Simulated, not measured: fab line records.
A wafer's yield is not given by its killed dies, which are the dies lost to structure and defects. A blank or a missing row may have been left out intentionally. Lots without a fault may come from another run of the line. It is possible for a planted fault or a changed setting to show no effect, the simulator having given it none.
8D (eight disciplines) problem report, filled in by code + flow berkeleyCmos170 + the parts of the form that need people (team, actions taken, sign-off) are left out

== 1. PROBLEM STATEMENT ==
Mean GATE_OXIDE_THK at UCB170_GATE_THK_MEAS_02: 5.41 nm over 9 wafers in 3 lots; fault-free wafers: 6.56 nm, standard deviation 0.17. Measured from the usual mean, that is -6.8 standard deviations.
Earliest sighting: wafer L891.2 on filmMetro-04 at day 8 23:44. The record has a number at this step for 45 wafers belonging to 15 lots. By rule, "out" or "out of limits" means more than 4 standard deviations away from the usual mean. All remaining wafers that have a number are taken as sound.

== 2. WHAT IT IS; WHAT IT IS NOT ==
| question                    | is                                       | is not                                                                                       |
|-----------------------------|------------------------------------------|----------------------------------------------------------------------------------------------|
| which readings at this step | GATE_OXIDE_THK                           | -                                                                                            |
| which lots                  | L891, L892, L893                         | L881, L882, L883, L885, L886, L887, L888, L894, L895, L896, L897, L898                       |
| which wafers of those lots  | all that have a number                   | -                                                                                            |
| read on which gauges        | filmMetro-02, filmMetro-03, filmMetro-04 | -                                                                                            |
| when                        | from day 8 23:44                         | up to then (21 sound wafers); but 15 sound wafers of L894, L895, L896, L897, L898 came after |

== 3. THE SUSPECTS, EACH WITH WHAT RULES IT OUT ==
Counting: a tool stays on the suspect list if, at a process step up to the reading, it processed all lots that are out and no sound lot following the first of them.
- the gauge at UCB170_GATE_THK_MEAS_02: ruled out. 3 gauges (filmMetro-02, filmMetro-03, filmMetro-04) read the wafers that are out.
- furnace-02 at UCB170_GATE_OXIDATION_01 (target thk 6.6 nm, ox time 1800 s): kept. It ran every lot that is out, first L891 (day 8 22:13), and no sound lot after that. Its own spikeTcCentreC, spikeTcLoadC, spikeTcSourceC, tubeCenterTempC, tube_center_temp_C_max readings are out on those wafers.
Remaining after the count: furnace-02 at UCB170_GATE_OXIDATION_01.

== 4. THE CAUSE (what the simulator had put in) ==
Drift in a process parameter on furnace-02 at UCB170_GATE_OXIDATION_01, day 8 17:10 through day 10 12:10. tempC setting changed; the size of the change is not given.
Only this tool survived the counting.

== 5. THE CHAIN OF EFFECTS, in route order ==
Each row: a reading where the mean over the struck wafers with a number is more than 3 standard deviations away from the usual. Only readings for which the record gives a usual standard deviation are gone through. hours: the time from each lot's start at the first step in this table that gives one to its start at this step, as a median over the lots. sigmas: the change in usual standard deviations.
| hours | step                     | reading                | usual   | on struck wafers | change | sigmas      |
|-------|--------------------------|------------------------|---------|------------------|--------|-------------|
| 0     | UCB170_GATE_OXIDATION_01 | spikeTcCentreC         | 853.0 C | 840.4            | -12.6  | -8.4        |
| 0     | UCB170_GATE_OXIDATION_01 | spikeTcLoadC           | 871.3 C | 855.2            | -16.1  | -8.0        |
| 0     | UCB170_GATE_OXIDATION_01 | spikeTcSourceC         | 872.1 C | 855.7            | -16.4  | -5.8        |
| 0     | UCB170_GATE_OXIDATION_01 | tubeCenterTempC        | 850 C   | 836              | -14    | -99 or more |
| 0     | UCB170_GATE_OXIDATION_01 | tube_center_temp_C_max | 852.2   | 838.1            | -14.1  | -37         |
| 2     | UCB170_GATE_THK_MEAS_02  | GATE_OXIDE_THK         | 6.56 nm | 5.41             | -1.15  | -6.8        |
The process steps in it:
- UCB170_GATE_OXIDATION_01: target thk 6.6 nm, ox time 1800 s.
At these later measuring or inspecting steps, every struck wafer for which the step has a row has a number for every such reading, and none has moved that far: UCB170_NLDD_OVL_MEAS_07.

== 6. HOW IT WOULD HAVE BEEN CAUGHT EARLIER ==
7 hours passed between the start of the fault at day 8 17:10 and the first reading out of limits at a measuring or inspecting step in this record, taken at day 8 23:44.
At UCB170_GATE_OXIDATION_01, the tool's own readings (spikeTcCentreC, spikeTcLoadC, spikeTcSourceC, tubeCenterTempC, tube_center_temp_C_max) were out on each struck wafer the step has a row for, so an alarm limit on them would have fired on the first such wafer.
Lots out: 3; all had begun UCB170_GATE_OXIDATION_01 on furnace-02 by day 8 23:44. Holding the tool at that point would not have protected any of them.
